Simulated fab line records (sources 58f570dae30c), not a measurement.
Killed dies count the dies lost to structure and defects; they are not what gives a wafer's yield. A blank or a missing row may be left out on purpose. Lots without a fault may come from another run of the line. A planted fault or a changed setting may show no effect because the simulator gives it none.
fab line records	flow berkeley_cmos170
record lots=5	wafers=15	last_day=11
route steps=331 shown V1@256 M2@271
lots untouched by any fault: they come from a run of this same line in which no faults occurred
start_h: hours from the record's first day to the start of the lot's first wafer shown	wait_h: time in hours since the lot's previous step	" same as the row above	L1.1+2: several wafers, shown together as one row	- no value present, or no start provided	* or withheld: withheld	< > ~ a bound
route shown NAME@n: NAME is a module with steps in the file, n the number in the route of the first one	usual: mean/standard deviation taken from wafers without a fault	same: alike in all rows	chamber/n: place in a boat	sites: the reading at each site	_std_site: standard deviation of those values	_edge_site: mean of outer sites minus mean of inner sites	radius_mm: for every site, how far away it sits from the centre of the wafer	mask NAME#n: copy n	behind: tool/chamber where the wafer was last shaped	hold: why the lot was held/for how many hours/how that ended	device: which transistor (n, p or np) failed to switch	end of line: the same wafers' tests at the end of the route	a step without rows: its recipe alone	killed: at the first sort, the dies lost to defects and structure; wafer yield is something else	map: a wafer's dies, x killed, . not, _ none there
set.NAME: setting as actually run; set.NAME@STEP: the setting as run at that earlier step	model.NAME: the simulator's own value behind a step, which no gauge read
lots at some steps of the route; a table a step, a row a wafer
services: a tool's chamber out of use, with start hour (start_h, from the record's first day; less than 0 if before it), hours out, and reason
## steps
# step UCB170_V1_CMP_02
# recipe material=SiO2	down_force_psi=6	platen_rpm=60	pad_velocity_m_s=0.75398
# usual motor_current_A=16.0/1.6
lot.wafer	tool	chamber	start_h	wait_h	motor_current_A
L281.2	cmp-02	2	172.79	0.1	19.1
L281.4	"	0	"	"	14.6
L281.6	"	1	"	"	16.2
L293.3	cmp-02	0	230.94	0.1	14.8
L293.1	"	2	"	"	19.2
L293.5	"	0	"	"	14.5
L295.1	cmp-02	2	246.21	0.1	20.0
L295.2	"	3	"	"	14.8
L295.6	"	1	"	"	16.1
L296.2	cmp-02	2	246.56	0.4	19.5
L296.1	"	3	"	"	14.8
L296.5	"	1	"	"	16.1
L297.4	cmp-02	2	246.76	0.6	19.0
L297.2	"	0	"	"	14.8
L297.6	"	2	"	"	19.2
# step UCB170_V1_BOW_MEAS_03
# recipe mode=bow
# usual V1_BOW=19/6.9
lot.wafer	tool	chamber	start_h	wait_h	V1_BOW[um]
L281.2	film_metro-03	-	173.06	0.2	23
L281.4	"	-	"	"	23
L281.6	"	-	"	"	11
L293.1	film_metro-03	-	231.19	0.1	14
L293.3	"	-	"	"	32
L293.5	"	-	"	"	24
L295.1	film_metro-01	-	246.46	0.2	18
L295.2	"	-	"	"	12
L295.6	"	-	"	"	17
L296.1	film_metro-01	-	246.76	0.1	15
L296.2	"	-	"	"	3
L296.5	"	-	"	"	21
L297.2	film_metro-03	-	247.08	0.2	23
L297.4	"	-	"	"	26
L297.6	"	-	"	"	14
# step UCB170_V1_THK_MEAS_04
# recipe reads=SiO2_of_V1_CVD_00
# usual V1_POLISHED_THK=1014.6/1.2
lot.wafer	tool	chamber	start_h	wait_h	V1_POLISHED_THK[nm]
L281.2	film_metro-03	-	173.17	0.1	1015.7
L281.4	"	-	"	"	1014.2
L281.6	"	-	"	"	1014.9
L293.1	film_metro-03	-	231.31	0.1	1012.9
L293.3	"	-	"	"	1016.0
L293.5	"	-	"	"	1015.6
L295.1	film_metro-01	-	246.58	0.1	1014.5
L295.2	"	-	"	"	1011.9
L295.6	"	-	"	"	1013.4
L296.1	film_metro-01	-	246.88	0.1	1014.2
L296.2	"	-	"	"	1015.1
L296.5	"	-	"	"	1014.8
L297.2	film_metro-03	-	247.19	0.1	1013.8
L297.4	"	-	"	"	1015.2
L297.6	"	-	"	"	1013.6
# step UCB170_V1_CLEAN_05
# recipe chemistry=DIW
# step UCB170_V1_HMDS_06
# recipe prime_time_s=60	prime_temp_c=100
# step UCB170_V1_COAT_07
# recipe resist=KrF	spin_rpm=1500	resist_thk_nm=900
# step UCB170_V1_SOFTBAKE_08
# recipe resist=KrF	temp_c=130	time_s=60
# step UCB170_V1_EXPOSE_09
# recipe mask_id=VIA1	target_cd_nm=700	na=0.5	sigma_outer=0.6	source_shape=conventional	dose_mj=37.25
# step UCB170_V1_PEB_10
# recipe peb_temp_c=130	peb_time_s=withheld	resist=KrF
# step UCB170_V1_DEVELOP_11
# recipe developer=TMAH	develop_time_s=45	resist=KrF	dev_temp_c=21
# step UCB170_V1_CD_MEAS_12
# recipe target_cd_nm=700
# usual cd_nm=699.6/1.1
lot.wafer	tool	chamber	start_h	wait_h	cd_nm
L281.2	cd_sem-02	-	175.37	-	701.2
L281.4	"	-	"	"	701.6
L281.6	"	-	"	"	700.3
L293.1	cd_sem-01	-	234.81	-	697.8
L293.3	"	-	"	"	697.3
L293.5	"	-	"	"	696.5
L295.1	cd_sem-02	-	247.65	-	701.3
L295.2	"	-	"	"	699.9
L295.6	"	-	"	"	699.9
L296.1	cd_sem-01	-	248.81	-	700.0
L296.2	"	-	"	"	700.5
L296.5	"	-	"	"	700.6
L297.2	cd_sem-02	-	249.10	-	700.5
L297.4	"	-	"	"	702.3
L297.6	"	-	"	"	700.4
# step UCB170_V1_OVL_MEAS_13
# usual V1_OVL=1/5.8
lot.wafer	tool	chamber	start_h	wait_h	V1_OVL[nm]
L281.2	overlay-01	-	175.47	0.1	8
L281.4	"	-	"	"	2
L281.6	"	-	"	"	12
L293.1	overlay-01	-	234.93	0.1	-4
L293.3	"	-	"	"	-4
L293.5	"	-	"	"	0
L295.1	overlay-01	-	247.77	0.1	-3
L295.2	"	-	"	"	3
L295.6	"	-	"	"	7
L296.1	overlay-01	-	248.93	0.1	-5
L296.2	"	-	"	"	-6
L296.5	"	-	"	"	-7
L297.2	overlay-02	-	249.21	0.1	6
L297.4	"	-	"	"	0
L297.6	"	-	"	"	4
# step UCB170_V1_ETCH_14
# recipe chemistry=CHF3/CF4/Ar	target=SiO2	stop_on=Al	CHF3_flow_sccm=45	cf4_flow_sccm=15	Ar_flow_sccm=150	pressure_mtorr=200	rf_w=700	target_depth_a=12500	over_etch_frac=0.25	time_s=291
# usual chamber_pressure_mTorr=200.02/0.18	drypump_motor_current_A=5.6/0.52	oes_product_au=0.881/0.014	rf_fwd_power_W=698.1/2	throttle_valve_pct=6.92/0.074
lot.wafer	tool	chamber	start_h	wait_h	chamber_pressure_mTorr	drypump_motor_current_A	oes_product_au	rf_fwd_power_W	rf_hours_counter_h	throttle_valve_pct	model.V1.feature_depth_nm	model.etch.depth_nm	model.KrF_of_V1_COAT_07.thk_nm
L281.2	rie_diel-04	2	175.50	0.0	199.94	5.4	0.881	694.2	0	6.77	1015	1015	605.4
L281.4	"	1	"	"	199.89	5.0	0.888	696.6	1	6.85	1016	1015	606.6
L281.6	"	3	"	"	199.83	6.0	0.867	695.9	-	6.90	1014	1014	622.5
L293.1	rie_diel-03	1	234.97	0.0	200.70	5.9	0.880	695.9	12	6.98	1014	1014	603.1
L293.3	"	2	"	"	199.90	6.6	0.831	697.3	61	6.94	916.1	916.1	680.7
L293.5	"	1	"	"	200.13	5.9	0.885	697.7	-	7.01	1016	1015	602.1
L295.1	rie_diel-04	0	247.81	0.0	199.94	5.7	0.900	697.1	21	7.01	1014	1014	617.6
L295.2	"	3	"	"	200.17	6.0	0.860	700.3	91	6.90	1012	1012	624.8
L295.6	"	3	"	"	199.81	6.0	0.865	700.0	-	6.88	1014	1014	627.9
L296.1	rie_diel-02	2	248.96	0.0	200.04	4.8	0.876	697.5	26	6.95	1014	1014	618.9
L296.2	"	1	"	"	200.02	5.0	0.905	700.8	9	7.04	1015	1015	605.4
L296.5	"	1	"	"	200.21	5.0	0.911	702.0	-	7.02	1015	1015	605.1
L297.2	rie_diel-04	1	249.24	0.0	200.10	4.9	0.881	697.5	5	6.85	1015	1015	605.5
L297.4	"	1	"	"	199.93	5.0	0.874	699.1	-	6.85	1015	1015	610.3
L297.6	"	3	"	"	199.99	6.0	0.854	698.3	-	6.87	1014	1014	622.6
# step UCB170_V1_STRIP_15
# recipe chemistry=O2	power_w=400	pressure_mtorr=3500	platen_temp_c=withheld	o2_flow_sccm=400	overash_fraction=0.5
# usual chamber_pressure_mTorr=3500/3.3	drypump_motor_current_A=5.5/0.43	oes_product_au=0.721/0.0049	strip_time_to_endpoint_s=15.33/0.2
# same overash_fraction=0.5
lot.wafer	tool	chamber	start_h	wait_h	chamber_pressure_mTorr	drypump_motor_current_A	oes_product_au	rf_hours_counter_h	strip_time_to_endpoint_s
L281.2	plasma_asher-02	0	175.68	0.1	3509	4.9	0.730	43	15.20
L281.4	"	1	"	"	3503	5.1	0.725	-	15.24
L281.6	"	1	"	"	3492	5.1	0.725	-	15.61
L293.1	plasma_asher-02	1	235.14	0.1	3503	5.1	0.720	51	15.14
L293.3	"	1	"	"	3499	5.2	0.730	-	16.93
L293.5	"	1	"	"	3505	5.1	0.724	-	15.11
L295.1	plasma_asher-01	0	247.99	0.1	3506	5.4	0.722	53	15.48
L295.2	"	1	"	"	3504	5.8	0.724	53	15.66
L295.6	"	1	"	"	3500	5.8	0.716	-	15.73
L296.1	plasma_asher-01	1	249.14	0.1	3502	5.8	0.719	53	15.51
L296.2	"	0	"	"	3501	5.4	0.720	53	15.21
L296.5	"	0	"	"	3498	5.3	0.713	-	15.19
L297.2	plasma_asher-03	0	249.42	0.1	3502	6.1	0.724	45	15.20
L297.4	"	0	"	"	3498	6.2	0.721	-	15.30
L297.6	"	1	"	"	3499	5.5	0.720	-	15.61
# step UCB170_V1_CD_MEAS_90
# recipe target_cd_nm=700
# usual cd_nm=699.4/1.3
lot.wafer	tool	chamber	start_h	wait_h	cd_nm
L281.2	cd_sem-02	-	175.80	0.1	701.2
L281.4	"	-	"	"	701.1
L281.6	"	-	"	"	698.8
L293.1	cd_sem-01	-	235.24	0.1	698.5
L293.3	"	-	"	"	694.1
L293.5	"	-	"	"	698.0
L295.1	cd_sem-02	-	248.09	0.1	701.3
L295.2	"	-	"	"	699.6
L295.6	"	-	"	"	699.9
L296.1	cd_sem-01	-	249.24	0.1	700.2
L296.2	"	-	"	"	699.0
L296.5	"	-	"	"	699.5
L297.2	cd_sem-02	-	249.54	0.1	699.8
L297.4	"	-	"	"	701.6
L297.6	"	-	"	"	698.8
# step UCB170_M2_PRE_CLEAN_00
# recipe gas=Ar	preclean_etch_time_s=60
## services
tool	chamber	start_h	hours	kind
rie_diel-04	2	151.92	-	clean
rie_diel-04	2	151.92	18.8	scheduled_down
rie_diel-04	2	151.92	18.8	vent_cycle
rie_diel-02	2	170.21	5.9	repair
plasma_asher-02	-	174.93	0.5	repair
rie_diel-02	-	184.64	0.7	repair
rie_diel-02	3	186.79	-	clean
rie_diel-02	3	186.79	17.7	scheduled_down
rie_diel-02	3	186.79	17.7	vent_cycle
rie_diel-02	-	209.49	2.8	pm
plasma_asher-01	-	240.03	2.6	repair
rie_diel-04	2	240.14	12.7	repair
## key
first_sign step=UCB170_V1_ETCH_14	reading=oes_product_au	direction=down	sigmas=3.5	usual=0.881	struck=0.831
effect step=UCB170_V1_STRIP_15	reading=strip_time_to_endpoint_s	direction=up	sigmas=8.1	usual=*	struck=*
effect step=UCB170_V1_CD_MEAS_90	reading=cd_nm	direction=down	sigmas=4	usual=699.4	struck=694.1
model_effect step=UCB170_V1_ETCH_14	value=V1.feature_depth_nm	without=1017	struck=916.1
met_at UCB170_V1_ETCH_14
struck_wafers L293.3
sort_left_out L293.3
fault kind=process_parameter_drift	tool=rie_diel-03	chamber=2	onset_h=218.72	steps=UCB170_V1_ETCH_14	channel=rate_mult	offset=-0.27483	shape=step	end_h=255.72
# sort_left_out: the simulated sort isn't trusted on such a fault, so these wafers' sort isn't shown, and their yield isn't known
